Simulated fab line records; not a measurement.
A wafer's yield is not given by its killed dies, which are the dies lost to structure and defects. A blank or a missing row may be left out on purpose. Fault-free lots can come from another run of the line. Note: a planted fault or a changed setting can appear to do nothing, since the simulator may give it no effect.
Commonality check across tools ; flow berkeleyCmos170 ; 14 lots and 42 wafers in the sample

WHY THIS WAS OPENED
On 2 of the 14 lots, a flag is raised at UCB170_M3_CD_MEAS_15 on the reading cdNm. No-fault wafers: 700.1 nm, standard deviation 1.6.
Rule: a lot gets a flag if all its wafers with a number sit over 4 standard deviations from that mean, or if no wafer of it has a number. All remaining lots are regarded as sound.

lot;measured;on;cdNm (nm), wafer by wafer;flag
L892;day 8 06:32;cdSem-02;702.4 700.3 702.1;
L893;day 8 14:58;cdSem-02;700.4 698.8 699.5;
L894;day 8 15:45;cdSem-02;698.1 697.6 697.7;
L896;day 8 17:02;cdSem-02;700.0 698.6 699.1;
L897;day 9 14:04;cdSem-01;701.0 699.7 700.3;
L898;day 10 01:28;cdSem-02;700.1 700.3 701.0;
L900;day 10 01:30;cdSem-01;701.5 701.6 701.2;
L901;day 10 01:37;cdSem-01;700.2 700.0 701.0;
L904;day 10 21:14;cdSem-01;703.5 702.4 702.8;
L902;day 10 22:59;cdSem-01;721.5 722.3 723.6;FLAGGED
L903;day 11 01:47;cdSem-02;717.1 717.3 716.2;FLAGGED
L914;day 12 13:41;cdSem-02;699.0 700.9 699.7;
L913;day 12 13:53;cdSem-01;702.6 699.9 700.3;
L915;day 13 06:28;cdSem-01;702.7 703.4 703.0;
The mean of the flagged lots' numbers is 719.7 nm, +19.6 nm from the usual (+12 standard deviations).

WHICH TOOL RAN EACH LOT
Before the reading, the record contains 3 process steps out of a 331-step route. Each cell gives the tool, then ch followed by the chambers the sampled wafers passed through, then the start.
lot;flag;UCB170_M2_STRIP_07;UCB170_V2_CMP_02;UCB170_M3_SOFTBAKE_11
L892;;plasmaAsher-04 ch 0,1, day 7 23:09;cmp-01 ch 1,2, day 8 01:11;lithoTrack-01 ch 0, day 8 05:00
L893;;plasmaAsher-04 ch 0,1, day 8 07:04;cmp-02 ch 0,1,3, day 8 09:20;lithoTrack-04 ch 0, day 8 14:00
L894;;plasmaAsher-03 ch 0, day 8 07:33;cmp-01 ch 0,2,3, day 8 10:50;lithoTrack-01 ch 0, day 8 15:00
L896;;plasmaAsher-04 ch 0,1, day 8 09:08;cmp-01 ch 0,2, day 8 12:14;lithoTrack-04 ch 0, day 8 15:00
L897;;plasmaAsher-02 ch 0,1, day 9 06:26;cmp-01 ch 0,3, day 9 08:32;lithoTrack-01 ch 0, day 9 12:00
L898;;plasmaAsher-03 ch 0,1, day 9 15:17;cmp-02 ch 0,2,3, day 9 18:14;lithoTrack-04 ch 0, day 9 23:00
L900;;plasmaAsher-03 ch 0,1, day 9 15:46;cmp-01 ch 1,2,3, day 9 18:23;lithoTrack-01 ch 0, day 9 23:00
L901;;plasmaAsher-04 ch 0,1, day 9 16:08;cmp-02 ch 1,2,3, day 9 18:35;lithoTrack-04 ch 0, day 10 00:00
L904;;plasmaAsher-03 ch 0,1, day 10 10:07;cmp-01 ch 0,1,2, day 10 12:26;lithoTrack-01 ch 0, day 10 18:00
L902;FLAGGED;plasmaAsher-04 ch 0,1, day 10 11:29;cmp-01 ch 2,3, day 10 15:15;lithoTrack-01 ch 0, day 10 21:00
L903;FLAGGED;plasmaAsher-04 ch 1, day 10 12:04;cmp-02 ch 0,3, day 10 15:23;lithoTrack-01 ch 0, day 11 00:00
L914;;plasmaAsher-04 ch 0,1, day 12 02:02;cmp-01 ch 0,1,3, day 12 05:47;lithoTrack-03 ch 0, day 12 12:00
L913;;plasmaAsher-03 ch 0,1, day 12 01:38;cmp-02 ch 0,1,2, day 12 05:31;lithoTrack-04 ch 0, day 12 12:00
L915;;plasmaAsher-03 ch 0,1, day 12 20:34;cmp-02 ch 0,2, day 12 22:45;lithoTrack-03 ch 0, day 13 05:00
These steps, and what they do:
- UCB170_M2_STRIP_07: strips in O2.
- UCB170_V2_CMP_02: polishes SiO2.
- UCB170_M3_SOFTBAKE_11: time 60 s.
- UCB170_M3_CD_MEAS_15: target cd 700 nm.

FLAGGED AGAINST TOTAL, ONE TOOL AT A TIME (gauges that did the reading follow at the end)
step;tool;lots run;flagged;share of the flagged lots;sound lots run after its first flagged lot
UCB170_M2_STRIP_07;plasmaAsher-02;1;0;none;-
UCB170_M2_STRIP_07;plasmaAsher-03;6;0;none;-
UCB170_M2_STRIP_07;plasmaAsher-04;7;2;all;1 (L914)
UCB170_V2_CMP_02;cmp-01;8;1;some;1 (L914)
UCB170_V2_CMP_02;cmp-02;6;1;some;2 (L913,L915)
UCB170_M3_SOFTBAKE_11;lithoTrack-01;7;2;all;0
UCB170_M3_SOFTBAKE_11;lithoTrack-03;2;0;none;-
UCB170_M3_SOFTBAKE_11;lithoTrack-04;5;0;none;-
UCB170_M3_CD_MEAS_15;cdSem-01;7;1;some;2 (L913,L915)
UCB170_M3_CD_MEAS_15;cdSem-02;7;1;some;1 (L914)

THE TABLE: WHAT IT ALLOWS
In 2 table rows, all flagged lots were run: plasmaAsher-04 (UCB170_M2_STRIP_07), lithoTrack-01 (UCB170_M3_SOFTBAKE_11).
- plasmaAsher-04 at UCB170_M2_STRIP_07 ran 7 lots, 2 of them flagged. Lots that were sound ran on it after the first flagged one (L914); a persistent fault on the entire tool would not allow that.
- lithoTrack-01 at UCB170_M3_SOFTBAKE_11 ran 7 lots, 2 of them flagged. A fault beginning between L904 (day 10 18:00), its last sound lot, and L902 (day 10 21:00), its first flagged one, fits the data. Its own readings lie more than 4 standard deviations out on every wafer of the flagged lots: heaterPowerTotalW, runLengthS.
lithoTrack-01 at UCB170_M3_SOFTBAKE_11 is the single tool remaining.

WHAT THE SIMULATOR HAD INSERTED
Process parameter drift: lithoTrack-01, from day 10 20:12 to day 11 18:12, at UCB170_M3_SOFTBAKE_11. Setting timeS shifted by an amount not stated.
Shown lots that were struck: L902, L903. The rule given above showed the same thing.
